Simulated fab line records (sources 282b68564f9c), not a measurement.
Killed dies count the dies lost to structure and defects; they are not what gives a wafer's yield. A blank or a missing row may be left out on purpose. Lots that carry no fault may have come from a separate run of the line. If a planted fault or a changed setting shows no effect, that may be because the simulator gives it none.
Chamber matching || flow rit cmos || RIT_CONTACT_CVD_00 on pecvd-04: 3 sister chambers
The step deposits SiO2 from TEOS, target thk 400 nm, time 61 s. 3 wafers are shown with their chamber, then 7 later ones without.

== WAFERS PAIRED WITH THEIR CHAMBERS ==
{"wafer": "L387.5", "chamber": 2, "heater power w (W)": 377}
{"wafer": "L390.1", "chamber": 1, "heater power w (W)": 332}
{"wafer": "L390.3", "chamber": 0, "heater power w (W)": 269}

== WAFERS MISSING THEIR CHAMBER ==
{"wafer": "L390.5", "heater power w (W)": 338}
{"wafer": "L393.2", "heater power w (W)": 339}
{"wafer": "L393.3", "heater power w (W)": 383}
{"wafer": "L393.6", "heater power w (W)": 321}
{"wafer": "L396.1", "heater power w (W)": 346}
{"wafer": "L396.2", "heater power w (W)": 323}
{"wafer": "L396.5", "heater power w (W)": 260}

== THE CHAMBER EACH PASSED THROUGH ==
{"wafer": "L390.5", "from the rows above": 1, "in truth": 1}
{"wafer": "L393.2", "from the rows above": 1, "in truth": 1}
{"wafer": "L393.3", "from the rows above": 2, "in truth": 2}
{"wafer": "L393.6", "from the rows above": 1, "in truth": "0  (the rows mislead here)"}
{"wafer": "L396.1", "from the rows above": "can't be placed: 1 or 2", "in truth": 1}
{"wafer": "L396.2", "from the rows above": 1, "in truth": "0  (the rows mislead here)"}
{"wafer": "L396.5", "from the rows above": 0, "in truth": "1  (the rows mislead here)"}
Correct placement for 3 of the 7. These rows do not allow placing 1 (true chamber among the candidates in 1). Placed wrongly: 3.
How it was worked out, from the rows above alone: a wafer's distance from a chamber is the root of the sum, over the readings, of the square of ((its reading less the chamber's mean) divided by the reading's scatter). The wafer belongs to the nearest chamber; if the next one is less than 2 further off, it can't be placed. Each chamber's mean is taken over the wafers shown for it. The scatter: with one shown wafer a chamber, the root of the mean of the squares of how far each hidden wafer lies from its nearest shown one.
